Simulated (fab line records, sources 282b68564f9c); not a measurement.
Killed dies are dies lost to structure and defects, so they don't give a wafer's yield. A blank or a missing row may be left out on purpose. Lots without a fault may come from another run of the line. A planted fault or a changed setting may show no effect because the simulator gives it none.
fab line records | flow rit_cmos
record lots=5 wafers=15 last_day=7
route steps=202 shown NRETRO@59 PRETRO@64 GATE@75 FOX2@80
lots that met no fault: from a run of the same line without faults
start_h: hours from the record's first day to the start of the lot's first wafer shown | wait_h: hours since the lot's step before | " the same as in the row above | L1.1+2: a row that stands for several wafers | - no value, or no start given | * or withheld: withheld | < > ~ a bound
route shown NAME@n: a module of which the file shows steps, and the number in the route of the first | usual: mean/standard deviation of fault-free wafers | same: alike in all rows | chamber/n: place in a boat | sites: the reading at each site | _std_site: their standard deviation | _edge_site: outer sites' mean less inner sites' | radius_mm: how far each site lies from the wafer's centre | mask NAME#n: copy n | behind: the tool/chamber that last shaped the wafer | hold: why the lot was held/for how many hours/how that ended | device: the transistor (n, p or np) that didn't switch | end of line: the same wafers' tests at the end of the route | a step without rows: its recipe alone | killed: dies lost to structure and defects at the first sort, not the wafer's yield | map: a wafer's dies, x killed, . not, _ none there
set.NAME: the setting as run; set.NAME@STEP: as run at that earlier step | model.NAME: the simulator's own value behind a step, which no gauge read
lots at some steps of the route; a table a step, a row a wafer
services: from which hour (start_h, from the record's first day; less than 0 if before it) a tool's chamber was out of use, for how many hours, and why
## steps
# step RIT_NRETRO_OVL_MEAS_06
# usual NRETRO_OVL=0.1/1.3
# columns lot.wafer tool chamber start_h wait_h NRETRO_OVL[nm]
L075.1 overlay-01 - 36.23 - 0.3
L075.2 " - " " 1.8
L075.6 " - " " 2.0
L077.1 overlay-01 - 44.66 - -0.4
L077.2 " - " " -1.5
L077.4 " - " " -1.0
L084.2 overlay-01 - 83.79 - -1.4
L084.3 " - " " -1.3
L084.5 " - " " 1.2
L088.1 overlay-01 - 102.75 - -2.7
L088.2 " - " " -0.9
L088.3 " - " " -2.3
L095.2 overlay-01 - 139.77 - 0.9
L095.3 " - " " 2.6
L095.6 " - " " 0.7
# step RIT_NRETRO_HARDBAKE_07
# recipe resist=NOVOLAK temp_c=140 time_s=120
# usual chill_plate_temp_C=23.02/0.11 resist_line_temp_C=22.98/0.091
# columns lot.wafer tool chamber start_h wait_h chill_plate_temp_C resist_line_temp_C
L075.1 litho_track-02 0 36.27 0.0 22.97 22.93
L075.2 " 0 " " 23.19 23.05
L075.6 " 0 " " 23.11 23.04
L077.1 litho_track-02 0 44.69 0.0 22.94 22.82
L077.2 " 0 " " 23.21 22.92
L077.4 " 0 " " 22.84 22.97
L084.2 litho_track-01 0 83.87 0.1 22.93 22.97
L084.3 " 0 " " 22.83 23.06
L084.5 " 0 " " 22.99 22.97
L088.1 litho_track-04 0 102.79 0.0 22.83 22.94
L088.2 " 0 " " 22.76 22.82
L088.3 " 0 " " 22.93 22.72
L095.2 litho_track-04 0 139.84 0.1 22.84 23.02
L095.3 " 0 " " 23.05 22.99
L095.6 " 0 " " 23.13 22.99
# step RIT_NRETRO_IMPLANT_08
# recipe species=P energy_kev=70 dose_cm2=1e+13 tilt_deg=7
# usual beam_on_s=9.99/0.2
# columns lot.wafer tool chamber start_h wait_h beam_on_s
L075.1 implanter-04 0 36.52 0.2 9.46
L075.2 " 0 " " 10.05
L075.6 " 0 " " 9.93
L077.1 implanter-02 0 44.94 0.2 9.89
L077.2 " 0 " " 10.03
L077.4 " 0 " " 9.96
L084.2 implanter-04 0 84.10 0.2 10.01
L084.3 " 0 " " 10.35
L084.5 " 0 " " 9.93
L088.1 implanter-03 0 103.04 0.2 10.13
L088.2 " 0 " " 9.86
L088.3 " 0 " " 10.04
L095.2 implanter-03 0 140.07 0.2 10.15
L095.3 " 0 " " 10.49
L095.6 " 0 " " 10.11
# step RIT_NRETRO_STRIP_09
# recipe chemistry=O2 time_s=180 resist=NOVOLAK platen_temp_c=withheld power_w=500 pressure_mtorr=4000 o2_flow_sccm=4000
# usual drypump_motor_current_A=5.7/0.5 rf_refl_power_W=6.8/1.6
# columns lot.wafer tool chamber start_h wait_h drypump_motor_current_A rf_hours_counter_h rf_refl_power_W
L075.1 plasma_asher-03 0 36.67 0.1 5.6 38 8.4
L075.2 " 1 " " 5.7 38 9.4
L075.6 " 1 " " 5.7 - 9.0
L077.1 plasma_asher-04 0 45.09 0.1 6.3 26 6.9
L077.2 " 1 " " 5.9 26 4.8
L077.4 " 1 " " 5.9 - 4.8
L084.2 plasma_asher-03 1 84.22 0.1 5.7 43 9.6
L084.3 " 0 " " 5.6 - 8.2
L084.5 " 1 " " 5.7 - 9.3
L088.1 plasma_asher-03 1 103.19 0.1 5.6 45 10.0
L088.2 " 0 " " 5.6 45 8.3
L088.3 " 1 " " 5.6 - 9.6
L095.2 plasma_asher-04 0 140.20 0.1 6.4 37 6.9
L095.3 " 0 " " 6.3 - 7.2
L095.6 " 0 " " 6.3 - 6.8
# step RIT_NRETRO_TW_MEAS_10
# usual NRETRO_TW=1054/6.6
# columns lot.wafer tool chamber start_h wait_h NRETRO_TW
L075.1 film_metro-02 - 36.87 0.1 1041
L075.2 " - " " 1043
L075.6 " - " " 1039
L077.1 film_metro-03 - 45.27 0.1 1051
L077.2 " - " " 1051
L077.4 " - " " 1051
L084.2 film_metro-02 - 84.41 0.1 1058
L084.3 " - " " 1052
L084.5 " - " " 1051
L088.1 film_metro-03 - 103.37 0.1 1059
L088.2 " - " " 1060
L088.3 " - " " 1056
L095.2 film_metro-02 - 140.38 0.1 1057
L095.3 " - " " 1049
L095.6 " - " " 1048
# step RIT_PRETRO_HMDS_00
# recipe prime_time_s=60 prime_temp_c=140
# usual chill_plate_temp_C=23.01/0.099 resist_line_temp_C=23.02/0.12
# columns lot.wafer tool chamber start_h wait_h chill_plate_temp_C resist_line_temp_C
L075.1 litho_track-03 0 36.93 0.1 22.87 22.90
L075.2 " 0 " " 22.78 23.07
L075.6 " 0 " " 22.93 22.96
L077.1 litho_track-04 0 45.33 0.1 23.05 23.20
L077.2 " 0 " " 23.03 23.12
L077.4 " 0 " " 22.89 23.23
L084.2 litho_track-04 0 84.48 0.1 22.98 22.90
L084.3 " 0 " " 22.97 23.09
L084.5 " 0 " " 22.90 22.87
L088.1 litho_track-03 0 103.43 0.1 23.05 22.95
L088.2 " 0 " " 22.87 23.17
L088.3 " 0 " " 23.17 23.16
L095.2 litho_track-02 0 140.46 0.1 23.11 22.90
L095.3 " 0 " " 23.10 22.87
L095.6 " 0 " " 23.20 23.06
# step RIT_PRETRO_COAT_01
# recipe resist=NOVOLAK spin_rpm=2000 resist_thk_nm=1316
# usual chill_plate_temp_C=22.99/0.11 resist_line_temp_C=23.02/0.11
# columns lot.wafer tool chamber start_h wait_h chill_plate_temp_C resist_line_temp_C
L075.1 litho_track-03 0 37.08 0.1 23.17 23.07
L075.2 " 0 " " 23.01 23.21
L075.6 " 0 " " 23.15 23.21
L077.1 litho_track-04 0 45.48 0.1 23.03 22.91
L077.2 " 0 " " 23.03 22.91
L077.4 " 0 " " 22.99 22.85
L084.2 litho_track-04 0 84.63 0.1 23.08 22.93
L084.3 " 0 " " 23.12 22.97
L084.5 " 0 " " 22.98 22.93
L088.1 litho_track-03 0 103.58 0.1 23.07 23.08
L088.2 " 0 " " 22.96 23.13
L088.3 " 0 " " 22.99 23.13
L095.2 litho_track-02 0 140.61 0.1 22.89 23.07
L095.3 " 0 " " 22.92 22.89
L095.6 " 0 " " 23.04 22.81
# step RIT_PRETRO_SOFTBAKE_02
# recipe resist=NOVOLAK temp_c=90 time_s=60
# usual chill_plate_temp_C=22.98/0.11 resist_line_temp_C=23.00/0.11
# columns lot.wafer tool chamber start_h wait_h chill_plate_temp_C resist_line_temp_C
L075.1 litho_track-03 0 37.23 0.1 23.05 22.97
L075.2 " 0 " " 23.08 22.96
L075.6 " 0 " " 22.82 23.02
L077.1 litho_track-04 0 45.63 0.1 23.13 22.98
L077.2 " 0 " " 23.12 22.99
L077.4 " 0 " " 23.00 23.07
L084.2 litho_track-04 0 84.78 0.1 22.96 23.09
L084.3 " 0 " " 22.99 23.31
L084.5 " 0 " " 22.95 23.19
L088.1 litho_track-03 0 103.73 0.1 22.89 23.07
L088.2 " 0 " " 22.94 23.03
L088.3 " 0 " " 22.83 22.97
L095.2 litho_track-02 0 140.76 0.1 23.13 22.93
L095.3 " 0 " " 22.87 22.90
L095.6 " 0 " " 22.98 23.04
# step RIT_PRETRO_EXPOSE_03
# recipe mask_id=M5 na=0.57 target_cd_nm=43700 dose_mj=250
# columns lot.wafer tool chamber start_h wait_h mask
L075.1+2+6 iline_stepper-02 0 37.38 0.1 M5#0
L077.1+2+4 iline_stepper-02 0 45.78 0.1 M5#0
L084.2+3+5 iline_stepper-02 0 85.05 0.2 M5#0
L088.1+2+3 iline_stepper-01 0 104.00 0.2 M5#0
L095.2+3+6 iline_stepper-01 0 140.90 0.1 M5#0
# step RIT_PRETRO_PEB_04
# recipe resist=NOVOLAK temp_c=withheld time_s=withheld
# usual chill_plate_temp_C=* resist_line_temp_C=*
# columns lot.wafer tool chamber start_h wait_h chill_plate_temp_C resist_line_temp_C
L075.1 litho_track-02 0 37.50 0.1 * *
L075.2 " 0 " " * *
L075.6 " 0 " " * *
L077.1 litho_track-03 0 45.89 0.1 * *
L077.2 " 0 " " * *
L077.4 " 0 " " * *
L084.2 litho_track-02 0 85.18 0.1 * *
L084.3 " 0 " " * *
L084.5 " 0 " " * *
L088.1 litho_track-04 0 104.12 0.1 * *
L088.2 " 0 " " * *
L088.3 " 0 " " * *
L095.2 litho_track-02 0 141.03 0.1 * *
L095.3 " 0 " " * *
L095.6 " 0 " " * *
# step RIT_PRETRO_DEVELOP_05
# recipe resist=NOVOLAK develop_time_s=68 dev_temp_c=23
# usual chill_plate_temp_C=23.00/0.1 resist_line_temp_C=23.00/0.11
# columns lot.wafer tool chamber start_h wait_h chill_plate_temp_C resist_line_temp_C
L075.1 litho_track-02 0 - - 23.21 22.94
L075.2 " 0 " " 23.07 23.13
L075.6 " 0 " " 23.07 22.85
L077.1 litho_track-03 0 - - 23.05 22.92
L077.2 " 0 " " 22.99 22.77
L077.4 " 0 " " 22.98 22.91
L084.2 litho_track-02 0 - - 23.07 23.03
L084.3 " 0 " " 22.97 23.02
L084.5 " 0 " " 23.09 23.00
L088.1 litho_track-04 0 - - 22.97 22.84
L088.2 " 0 " " 22.91 22.88
L088.3 " 0 " " 22.85 22.93
L095.2 litho_track-02 0 - - 22.99 23.14
L095.3 " 0 " " 22.92 22.95
L095.6 " 0 " " 22.99 23.12
# step RIT_PRETRO_OVL_MEAS_06
# usual PRETRO_OVL=1.2/1.2
# columns lot.wafer tool chamber start_h wait_h PRETRO_OVL[nm]
L075.1 overlay-02 - 37.81 - 3.2
L075.2 " - " " 2.2
L075.6 " - " " 3.1
L077.1 overlay-01 - 46.21 - 0.6
L077.2 " - " " 0.2
L077.4 " - " " 0.3
L084.2 overlay-02 - 85.47 - 3.4
L084.3 " - " " 4.6
L084.5 " - " " 3.0
L088.1 overlay-02 - 104.43 - 0.4
L088.2 " - " " -0.7
L088.3 " - " " 0.8
L095.2 overlay-01 - 141.32 - 0.6
L095.3 " - " " 2.3
L095.6 " - " " 0.4
# step RIT_PRETRO_HARDBAKE_07
# recipe resist=NOVOLAK temp_c=140 time_s=120
# usual chill_plate_temp_C=22.99/0.11 resist_line_temp_C=23.00/0.11
# columns lot.wafer tool chamber start_h wait_h chill_plate_temp_C resist_line_temp_C
L075.1 litho_track-03 0 37.94 0.1 22.81 22.95
L075.2 " 0 " " 23.01 23.16
L075.6 " 0 " " 22.98 22.91
L077.1 litho_track-04 0 46.24 0.0 23.06 23.02
L077.2 " 0 " " 23.06 22.96
L077.4 " 0 " " 23.05 22.95
L084.2 litho_track-03 0 85.54 0.1 23.08 22.90
L084.3 " 0 " " 23.00 22.74
L084.5 " 0 " " 22.83 22.91
L088.1 litho_track-02 0 104.47 0.0 22.98 22.92
L088.2 " 0 " " 23.02 22.98
L088.3 " 0 " " 22.99 23.02
L095.2 litho_track-03 0 141.39 0.1 22.93 22.72
L095.3 " 0 " " 22.86 22.94
L095.6 " 0 " " 23.13 22.81
# step RIT_PRETRO_IMPLANT_08
# recipe species=B energy_kev=45 dose_cm2=1.2e+13 tilt_deg=7
# usual beam_on_s=10.00/0.2
# columns lot.wafer tool chamber start_h wait_h beam_on_s
L075.1 implanter-01 0 38.19 0.2 10.45
L075.2 " 0 " " 9.93
L075.6 " 0 " " 10.23
L077.1 implanter-03 0 46.49 0.2 10.02
L077.2 " 0 " " 10.08
L077.4 " 0 " " 9.89
L084.2 implanter-03 0 85.78 0.2 9.87
L084.3 " 0 " " 9.87
L084.5 " 0 " " 10.05
L088.1 implanter-03 0 104.72 0.2 9.79
L088.2 " 0 " " 10.12
L088.3 " 0 " " 10.18
L095.2 implanter-03 0 141.63 0.2 10.17
L095.3 " 0 " " 9.85
L095.6 " 0 " " 10.20
# step RIT_PRETRO_STRIP_09
# recipe chemistry=O2 time_s=180 resist=NOVOLAK platen_temp_c=withheld power_w=500 pressure_mtorr=4000 o2_flow_sccm=4000
# usual drypump_motor_current_A=5.8/0.55 rf_refl_power_W=6.8/1.3
# columns lot.wafer tool chamber start_h wait_h drypump_motor_current_A rf_hours_counter_h rf_refl_power_W
L075.1 plasma_asher-04 0 38.34 0.1 6.3 25 6.8
L075.2 " 1 " " 5.9 25 4.6
L075.6 " 0 " " 6.3 - 7.2
L077.1 plasma_asher-03 0 46.64 0.1 5.6 39 8.1
L077.2 " 1 " " 5.7 39 9.2
L077.4 " 1 " " 5.7 - 9.5
L084.2 plasma_asher-01 1 85.90 0.1 6.4 44 7.3
L084.3 " 1 " " 6.4 - 7.5
L084.5 " 1 " " 6.4 - 7.5
L088.1 plasma_asher-04 1 104.87 0.1 5.9 33 4.8
L088.2 " 0 " " 6.3 33 7.1
L088.3 " 1 " " 5.9 - 4.8
L095.2 plasma_asher-04 0 141.75 0.1 6.3 37 7.0
L095.3 " 0 " " 6.3 - 6.8
L095.6 " 0 " " 6.3 - 6.6
# step RIT_PRETRO_TW_MEAS_10
# usual PRETRO_TW=473.9/2.2
# columns lot.wafer tool chamber start_h wait_h PRETRO_TW
L075.1 film_metro-03 - 38.52 0.1 474.4
L075.2 " - " " 475.6
L075.6 " - " " 473.8
L077.1 film_metro-03 - 46.82 0.1 476.2
L077.2 " - " " 476.9
L077.4 " - " " 476.0
L084.2 film_metro-01 - 86.09 0.1 472.6
L084.3 " - " " 471.8
L084.5 " - " " 471.2
L088.1 film_metro-01 - 105.04 0.1 472.8
L088.2 " - " " 469.3
L088.3 " - " " 471.7
L095.2 film_metro-01 - 141.94 0.1 473.3
L095.3 " - " " 473.1
L095.6 " - " " 472.1
# step RIT_GATE_WET_ETCH_00
# recipe chemistry=BOE target=SiO2 target_depth_nm=56 time_s=60 dry=n2_spin dilution=10:1 temp_c=21.5
# usual bath_heat_duty_pct=1.8/0.39
# columns lot.wafer tool chamber start_h wait_h bath_heat_duty_pct
L075.1 wet_bench-03 2 38.58 0.1 1.9
L075.2 " 2 " " 1.2
L075.6 " 2 " " 2.1
L077.1 wet_bench-03 3 46.88 0.1 2.1
L077.2 " 3 " " 1.5
L077.4 " 3 " " 1.5
L084.2 wet_bench-01 0 86.14 0.0 1.8
L084.3 " 0 " " 1.7
L084.5 " 0 " " 1.6
L088.1 wet_bench-03 1 105.10 0.1 1.8
L088.2 " 1 " " 1.3
L088.3 " 1 " " 1.5
L095.2 wet_bench-01 3 141.99 0.0 1.2
L095.3 " 3 " " 1.4
L095.6 " 3 " " 2.4
# step RIT_GATE_CLEAN_01
# recipe chemistry=SC1 mix=3:3:50 time_s=600 temp_c=75
# usual bath_heat_duty_pct=15.3/1.6
# columns lot.wafer tool chamber start_h wait_h bath_heat_duty_pct
L075.1 wet_bench-01 2 38.60 0.0 15.4
L075.2 " 2 " " 15.4
L075.6 " 2 " " 16.9
L077.1 wet_bench-01 0 46.90 0.0 16.3
L077.2 " 0 " " 16.0
L077.4 " 0 " " 17.1
L084.2 wet_bench-04 0 86.16 0.0 12.9
L084.3 " 0 " " 13.7
L084.5 " 0 " " 13.2
L088.1 wet_bench-01 1 105.13 0.0 16.0
L088.2 " 1 " " 15.3
L088.3 " 1 " " 15.8
L095.2 wet_bench-03 3 142.01 0.0 15.2
L095.3 " 3 " " 14.1
L095.6 " 3 " " 14.2
# step RIT_GATE_CLEAN_02
# recipe chemistry=dHF dilution=50:1 time_s=30
# columns lot.wafer tool chamber start_h wait_h
L075.1+2+6 wet_bench-03 0 38.78 0.0
L077.1+2+4 wet_bench-04 1 47.08 0.0
L084.2+3+5 wet_bench-03 0 86.35 0.0
L088.1+2+3 wet_bench-04 3 105.30 0.0
L095.2+3+6 wet_bench-04 3 142.20 0.0
# step RIT_GATE_CLEAN_03
# recipe chemistry=SC2 mix=3:3:50 time_s=600 temp_c=75 dry=n2_spin
# usual bath_heat_duty_pct=15.6/1.4
# columns lot.wafer tool chamber start_h wait_h bath_heat_duty_pct
L075.1 wet_bench-04 1 38.79 0.0 17.1
L075.2 " 1 " " 17.5
L075.6 " 1 " " 18.1
L077.1 wet_bench-03 1 47.09 0.0 13.9
L077.2 " 1 " " 13.3
L077.4 " 1 " " 14.8
L084.2 wet_bench-01 2 86.37 0.0 15.5
L084.3 " 2 " " 15.3
L084.5 " 2 " " 15.7
L088.1 wet_bench-01 2 105.32 0.0 15.3
L088.2 " 2 " " 16.8
L088.3 " 2 " " 14.0
L095.2 wet_bench-01 0 142.22 0.0 17.2
L095.3 " 0 " " 15.5
L095.6 " 0 " " 17.5
# step RIT_GATE_CLEAN_04
# recipe chemistry=dHF dilution=50:1 time_s=60 dry=n2_spin
# columns lot.wafer tool chamber start_h wait_h
L075.1+2+6 wet_bench-01 2 39.00 0.0
L077.1+2+4 wet_bench-01 2 47.27 0.0
L084.2+3+5 wet_bench-04 2 86.54 0.0
L088.1+2+3 wet_bench-04 0 105.49 0.0
L095.2+3+6 wet_bench-03 3 142.39 0.0
# step RIT_FOX2_THK_MEAS_91
# recipe reads=SiO2_of_FOX2_OXIDATION_00
# usual FIELD_OXIDE_LEFT_2_THK=254/7
# columns lot.wafer tool chamber start_h wait_h FIELD_OXIDE_LEFT_2_THK[nm]
L075.1 film_metro-04 - 39.03 0.0 257
L075.2 " - " " 247
L075.6 " - " " 248
L077.1 film_metro-04 - 47.29 0.0 255
L077.2 " - " " 253
L077.4 " - " " 248
L084.2 film_metro-02 - 86.58 0.0 259
L084.3 " - " " 262
L084.5 " - " " 257
L088.1 film_metro-02 - 105.52 0.0 244
L088.2 " - " " 243
L088.3 " - " " 239
L095.2 film_metro-02 - 142.43 0.0 246
L095.3 " - " " 242
L095.6 " - " " 248
# step RIT_GATE_OXIDATION_05
# recipe temp_c=900 ambient=O2 target_thk_a=30 ox_time_s=274.8
# usual ox_temp_c_max=904.7/0.88 tube_center_temp_C_max=902.3/0.37 zone_power_source_pct=24.5/1.3
# columns lot.wafer tool chamber start_h wait_h ox_temp_c_max tube_center_temp_C_max zone_power_source_pct
L075.1 furnace-04 0 39.39 0.4 903.8 902.5 23.1
L075.2 " 0 " " 904.8 902.1 23.1
L075.6 " 0 " " 904.8 902.9 22.9
L077.1 furnace-03 0 48.31 1.0 904.6 901.9 24.3
L077.2 " 0 " " 904.5 902.9 24.1
L077.4 " 0 " " 904.0 903.0 24.2
L084.2 furnace-04 0 87.05 0.5 904.0 902.8 22.9
L084.3 " 0 " " 904.6 902.2 23.3
L084.5 " 0 " " 904.2 902.1 23.1
L088.1 furnace-04 0 108.18 2.7 904.4 901.8 23.1
L088.2 " 0 " " 903.0 902.5 23.0
L088.3 " 0 " " 905.0 902.7 22.9
L095.2 furnace-01 0 148.51 6.1 904.8 902.5 26.4
L095.3 " 0 " " 905.1 902.8 26.5
L095.6 " 0 " " 904.9 902.7 26.4
# step RIT_GATE_ANNEAL_06
# recipe temp_c=900 time_s=600 ambient=N2O
# usual tube_center_temp_C_max=902.3/0.37 zone_power_source_pct=25.5/1.3
# columns lot.wafer tool chamber start_h wait_h tube_center_temp_C_max zone_power_source_pct
L075.1 furnace-03 0 41.80 1.3 902.2 24.0
L075.2 " 0 " " 901.9 24.2
L075.6 " 0 " " 902.3 24.4
L077.1 furnace-01 0 49.38 0.0 902.5 26.7
L077.2 " 0 " " 902.4 26.4
L077.4 " 0 " " 902.8 26.9
L084.2 furnace-04 0 89.44 1.3 901.7 23.4
L084.3 " 0 " " 902.8 23.6
L084.5 " 0 " " 902.2 23.0
L088.1 furnace-03 0 110.32 1.1 902.0 24.1
L088.2 " 0 " " 902.1 24.1
L088.3 " 0 " " 902.2 24.0
L095.2 furnace-01 0 150.90 1.3 902.4 26.4
L095.3 " 0 " " 902.0 26.6
L095.6 " 0 " " 902.0 26.5
# step RIT_GATE_THK_MEAS_07
# recipe reads=SiO2_of_GATE_OXIDATION_05
# usual GATE_OXIDE_THK=3.06/0.079
# columns lot.wafer tool chamber start_h wait_h GATE_OXIDE_THK[nm]
L075.1 film_metro-02 - 42.05 0.0 2.96
L075.2 " - " " 2.98
L075.6 " - " " 2.90
L077.1 film_metro-01 - 49.63 0.0 3.13
L077.2 " - " " 3.13
L077.4 " - " " 3.13
L084.2 film_metro-01 - 89.70 0.0 3.12
L084.3 " - " " 3.13
L084.5 " - " " 3.05
L088.1 film_metro-04 - 110.57 0.0 2.97
L088.2 " - " " 3.01
L088.3 " - " " 2.96
L095.2 film_metro-02 - 151.16 0.0 2.95
L095.3 " - " " 2.97
L095.6 " - " " 3.00
# step RIT_GATE_CVD_08
# recipe material=poly-Si target_thk_nm=250 temp_c=610 precursor=SiH4 time_s=2220 pressure_mtorr=312.2 sih4_flow_sccm=100
# usual pressure_mtorr=312.1/0.64 zone_power_source_pct=11.8/0.77
# columns lot.wafer tool chamber start_h wait_h pressure_mtorr zone_power_source_pct
L075.1 lpcvd-02 0 42.11 0.1 313.0 11.3
L075.2 " 0 " " 312.7 11.4
L075.6 " 0 " " 313.3 11.0
L077.1 lpcvd-02 1 49.69 0.1 313.2 13.2
L077.2 " 1 " " 311.4 13.0
L077.4 " 1 " " 311.7 13.1
L084.2 lpcvd-01 1 89.75 0.0 311.8 11.2
L084.3 " 1 " " 311.6 11.1
L084.5 " 1 " " 311.3 11.2
L088.1 lpcvd-01 0 110.63 0.1 312.0 12.6
L088.2 " 0 " " 311.8 12.7
L088.3 " 0 " " 312.7 12.6
L095.2 lpcvd-01 0 151.21 0.0 312.0 12.7
L095.3 " 0 " " 311.8 12.7
L095.6 " 0 " " 312.3 12.5
# step RIT_GATE_THK_MEAS_09
# recipe reads=poly-Si_of_GATE_CVD_08
# usual GATE_POLY_THK=255.5/2.5
# columns lot.wafer tool chamber start_h wait_h GATE_POLY_THK[nm]
L075.1 film_metro-02 - 43.73 0.0 256.2
L075.2 " - " " 255.2
L075.6 " - " " 254.9
L077.1 film_metro-04 - 51.31 0.0 250.9
L077.2 " - " " 251.5
L077.4 " - " " 249.7
L084.2 film_metro-01 - 91.38 0.0 253.2
L084.3 " - " " 252.9
L084.5 " - " " 253.6
L088.1 film_metro-04 - 112.25 0.0 252.8
L088.2 " - " " 252.8
L088.3 " - " " 252.6
L095.2 film_metro-01 - 152.84 0.0 257.9
L095.3 " - " " 258.4
L095.6 " - " " 257.1
# step RIT_GATE_HMDS_10
# recipe prime_time_s=60 prime_temp_c=140
# usual chill_plate_temp_C=23.02/0.11 resist_line_temp_C=23.02/0.098
# columns lot.wafer tool chamber start_h wait_h chill_plate_temp_C resist_line_temp_C
L075.1 litho_track-03 0 43.79 0.1 22.95 22.90
L075.2 " 0 " " 22.99 22.85
L075.6 " 0 " " 23.01 22.89
L077.1 litho_track-01 0 51.37 0.1 23.00 22.89
L077.2 " 0 " " 22.87 22.86
L077.4 " 0 " " 23.03 23.05
L084.2 litho_track-03 0 91.45 0.1 23.01 23.05
L084.3 " 0 " " 23.15 23.01
L084.5 " 0 " " 23.14 23.16
L088.1 litho_track-01 0 112.31 0.1 22.90 23.00
L088.2 " 0 " " 22.93 22.88
L088.3 " 0 " " 22.90 23.05
L095.2 litho_track-04 0 152.91 0.1 23.07 22.99
L095.3 " 0 " " 22.83 23.20
L095.6 " 0 " " 23.04 23.05
# step RIT_GATE_COAT_11
# recipe resist=NOVOLAK spin_rpm=4250 resist_thk_nm=850
# usual chill_plate_temp_C=23.00/0.095 resist_line_temp_C=22.97/0.1
# columns lot.wafer tool chamber start_h wait_h chill_plate_temp_C resist_line_temp_C
L075.1 litho_track-03 0 43.94 0.1 22.94 23.08
L075.2 " 0 " " 22.99 22.99
L075.6 " 0 " " 22.94 23.02
L077.1 litho_track-01 0 51.52 0.1 22.86 22.77
L077.2 " 0 " " 22.87 23.07
L077.4 " 0 " " 22.86 23.01
L084.2 litho_track-03 0 91.60 0.1 22.73 23.04
L084.3 " 0 " " 23.08 23.01
L084.5 " 0 " " 22.95 22.88
L088.1 litho_track-01 0 112.46 0.1 23.03 23.04
L088.2 " 0 " " 22.94 23.04
L088.3 " 0 " " 22.95 23.02
L095.2 litho_track-04 0 153.06 0.1 22.93 22.89
L095.3 " 0 " " 22.94 23.07
L095.6 " 0 " " 23.04 22.96
# step RIT_GATE_SOFTBAKE_12
# recipe resist=NOVOLAK temp_c=90 time_s=60
# usual chill_plate_temp_C=23.02/0.085 resist_line_temp_C=23.01/0.1
# columns lot.wafer tool chamber start_h wait_h chill_plate_temp_C resist_line_temp_C
L075.1 litho_track-03 0 44.09 0.1 23.21 23.09
L075.2 " 0 " " 23.05 23.24
L075.6 " 0 " " 23.06 23.12
L077.1 litho_track-01 0 51.67 0.1 22.93 23.23
L077.2 " 0 " " 22.99 23.20
L077.4 " 0 " " 22.91 22.99
L084.2 litho_track-03 0 91.75 0.1 23.03 22.96
L084.3 " 0 " " 23.01 22.97
L084.5 " 0 " " 22.92 23.08
L088.1 litho_track-01 0 112.61 0.1 22.96 22.80
L088.2 " 0 " " 23.10 23.05
L088.3 " 0 " " 23.22 22.92
L095.2 litho_track-04 0 153.21 0.1 23.06 23.08
L095.3 " 0 " " 22.87 22.88
L095.6 " 0 " " 22.89 22.91
# step RIT_GATE_EXPOSE_13
# recipe mask_id=M6 na=0.6 source_shape=conventional sigma_outer=0.6 target_cd_nm=150 dose_mj=380
# columns lot.wafer tool chamber start_h wait_h mask
L075.1+2+6 iline_stepper-02 0 44.24 0.1 M6#0
L077.1+2+4 iline_stepper-01 0 51.94 0.2 M6#0
L084.2+3+5 iline_stepper-02 0 91.90 0.1 M6#0
L088.1+2+3 iline_stepper-02 0 112.76 0.1 M6#0
L095.2+3+6 iline_stepper-01 0 153.36 0.1 M6#0
# step RIT_GATE_PEB_14
# recipe resist=NOVOLAK temp_c=withheld time_s=withheld
# usual chill_plate_temp_C=* resist_line_temp_C=*
# columns lot.wafer tool chamber start_h wait_h chill_plate_temp_C resist_line_temp_C
L075.1 litho_track-03 0 44.36 0.1 * *
L075.2 " 0 " " * *
L075.6 " 0 " " * *
L077.1 litho_track-03 0 52.06 0.1 * *
L077.2 " 0 " " * *
L077.4 " 0 " " * *
L084.2 litho_track-01 0 92.02 0.1 * *
L084.3 " 0 " " * *
L084.5 " 0 " " * *
L088.1 litho_track-03 0 112.94 0.2 * *
L088.2 " 0 " " * *
L088.3 " 0 " " * *
L095.2 litho_track-03 0 153.48 0.1 * *
L095.3 " 0 " " * *
L095.6 " 0 " " * *
# step RIT_GATE_DEVELOP_15
# recipe resist=NOVOLAK develop_time_s=50 dev_temp_c=23
# usual chill_plate_temp_C=23.01/0.098 resist_line_temp_C=22.99/0.097
# columns lot.wafer tool chamber start_h wait_h chill_plate_temp_C resist_line_temp_C
L075.1 litho_track-03 0 - - 22.92 23.03
L075.2 " 0 " " 23.03 22.94
L075.6 " 0 " " 22.96 23.07
L077.1 litho_track-03 0 - - 22.95 22.94
L077.2 " 0 " " 23.02 23.16
L077.4 " 0 " " 23.09 23.02
L084.2 litho_track-01 0 - - 23.03 22.76
L084.3 " 0 " " 23.23 22.97
L084.5 " 0 " " 23.05 22.87
L088.1 litho_track-03 0 - - 23.07 23.10
L088.2 " 0 " " 23.03 22.96
L088.3 " 0 " " 22.96 22.87
L095.2 litho_track-03 0 - - 22.98 23.06
L095.3 " 0 " " 22.84 23.15
L095.6 " 0 " " 22.94 22.98
# step RIT_GATE_CD_MEAS_16
# recipe target_cd_nm=150
# usual cd_nm=150.5/2.5
# columns lot.wafer tool chamber start_h wait_h cd_nm
L075.1 cd_sem-01 - 44.64 - 150.2
L075.2 " - " " 149.5
L075.6 " - " " 149.8
L077.1 cd_sem-02 - 52.34 - 149.4
L077.2 " - " " 147.6
L077.4 " - " " 146.9
L084.2 cd_sem-01 - 92.30 - 153.7
L084.3 " - " " 153.5
L084.5 " - " " 152.8
L088.1 cd_sem-02 - 113.22 - 151.6
L088.2 " - " " 151.2
L088.3 " - " " 148.2
L095.2 cd_sem-01 - 153.76 - 150.7
L095.3 " - " " 150.7
L095.6 " - " " 150.8
## services
# columns tool chamber start_h hours kind
implanter-03 - 21.03 3.6 repair
furnace-04 - 63.01 7.1 pm
iline_stepper-01 - 75.50 1.7 pm
wet_bench-01 - 77.33 3.4 repair
implanter-02 - 77.63 4.7 pm
lpcvd-02 - 77.87 0.9 repair
implanter-01 - 83.95 2.6 repair
iline_stepper-01 - 91.00 2.1 pm
iline_stepper-01 - 93.08 - consumable_replace:lamp
iline_stepper-02 - 97.59 1.7 pm
implanter-01 - 98.97 9.8 pm
implanter-04 - 103.76 3.6 repair
furnace-03 - 104.57 4.4 pm
implanter-01 - 109.36 2.9 pm
implanter-01 - 115.36 5.5 repair
implanter-02 - 116.55 1.8 repair
furnace-01 - 122.83 3.4 pm
furnace-04 - 139.62 15.9 repair
## key
fault none
